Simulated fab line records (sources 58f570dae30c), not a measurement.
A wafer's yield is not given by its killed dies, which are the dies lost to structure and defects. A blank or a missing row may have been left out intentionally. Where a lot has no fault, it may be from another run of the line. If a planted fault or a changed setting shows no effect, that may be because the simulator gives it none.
Which tool is to blame? -- flow berkeley_cmos170 -- Sampling: 7 lots, 21 wafers, 2 of 331 route steps

WHAT EACH GAUGE READ, for each wafer
UCB170_SDANNEAL_RS_MEAS_05: a four-point-probe measurement.
lot,measured,on,NLDD_RS (ohm/sq)
L840,day 8 07:22,film_metro-01,616.5 616.9 616.8
L838,day 8 07:47,film_metro-04,668.1 666.3 668.2
L846,day 9 23:50,film_metro-01,616.6 617.8 617.3
L854,day 12 01:59,film_metro-04,618.5 617.6 616.4
L857,day 12 11:37,film_metro-01,614.7 618.0 617.0
L856,day 12 13:41,film_metro-04,617.9 618.8 617.9
L860,day 12 20:22,film_metro-02,616.1 616.4 615.7

EACH LOT AND THE TOOL THAT RAN IT (in order: tool; ch and the chambers of the sampled wafers; start)
lot,UCB170_NLDD_IMPLANT_09
L840,"implanter-02 ch 0, day 7 17:49"
L838,"implanter-02 ch 0, day 7 18:23"
L846,"implanter-03 ch 0, day 9 08:46"
L854,"implanter-04 ch 0, day 11 12:43"
L857,"implanter-02 ch 0, day 11 20:22"
L856,"implanter-03 ch 0, day 11 20:49"
L860,"implanter-02 ch 0, day 12 09:30"
- UCB170_NLDD_IMPLANT_09

THE ANSWER, worked out from the rows above alone
Rule: the usual values come from the lots themselves. The widest of any qualifying gaps counts: lots, ordered by their means at a reading, are off when they make up no more than a third of the lots, leave a main group of 4 or more, and stand apart from it by 3 or more times the standard deviation of that group's means. Not used: any main group whose means are identical at the precision the tables above print for the reading. A lot without any number at a reading at which 4 lots or more have one is off too. Where the step has rows for the other lots, those lots are counted as sound.
Off: L838, seen at UCB170_SDANNEAL_RS_MEAS_05 (NLDD_RS). Mean 617.0 ohm/sq and standard deviation 0.69 in the main group.
If a tool, at a process step before that reading, ran all the lots that are off and no sound lot after the first of them, it fits. Those tools and the gauges at UCB170_SDANNEAL_RS_MEAS_05 are tried in the same way. No candidate that was tried fits.

WHAT HAD BEEN PUT IN BY THE SIMULATOR
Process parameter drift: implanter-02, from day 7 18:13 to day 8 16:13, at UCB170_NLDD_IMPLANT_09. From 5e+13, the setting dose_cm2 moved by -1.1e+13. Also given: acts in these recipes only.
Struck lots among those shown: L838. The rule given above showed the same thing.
